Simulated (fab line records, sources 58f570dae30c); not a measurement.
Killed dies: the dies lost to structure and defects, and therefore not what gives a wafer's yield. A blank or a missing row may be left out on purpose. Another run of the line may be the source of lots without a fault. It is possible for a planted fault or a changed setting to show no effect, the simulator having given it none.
Chamber matching	flow berkeley cmos170	4 sister chambers for UCB170_GATE_ETCH_14 on rie diel-04
The step etches BARC in N2/H2. 8 wafers are shown with their chamber, then 7 later ones without.

== EACH WAFER AND ITS CHAMBER ==
wafer	chamber	throttle valve pct (%)	drypump motor current A (A)
L671.6	3	13.57	5.8
L670.2	3	13.55	5.8
L670.5	1	13.19	5.9
L673.1	2	13.35	6.4
L673.2	1	13.20	6.0
L673.4	0	13.13	5.5
L678.1	0	13.15	5.5
L678.2	2	13.34	6.4

== WAFERS WHOSE CHAMBER IS MISSING ==
wafer	throttle valve pct (%)	drypump motor current A (A)
L678.6	13.36	6.3
L689.2	13.15	5.5
L689.4	13.55	5.9
L689.5	13.14	5.5
L690.1	13.53	5.8
L690.2	13.13	5.6
L690.6	13.18	6.0

== WHICH CHAMBER EACH ONE RAN IN ==
wafer	from the rows above	in truth
L678.6	2	2
L689.2	0	0
L689.4	3	3
L689.5	0	0
L690.1	3	3
L690.2	0	0
L690.6	1	1
Correct placement for 7 of the 7. Number that these rows cannot place: 0. 0 placed wrongly.
How it was worked out, from the rows above alone: a wafer's distance from a chamber is the root of the sum, over the readings, of the square of ((its reading less the chamber's mean) divided by the reading's scatter). The wafer belongs to the nearest chamber; if the next one is less than 2 further off, it can't be placed. Each chamber's mean is taken over the wafers shown for it. The scatter is the square root of a quotient: the sum, over the shown wafers, of each reading's squared deviation from its chamber's mean, divided by wafers minus chambers.
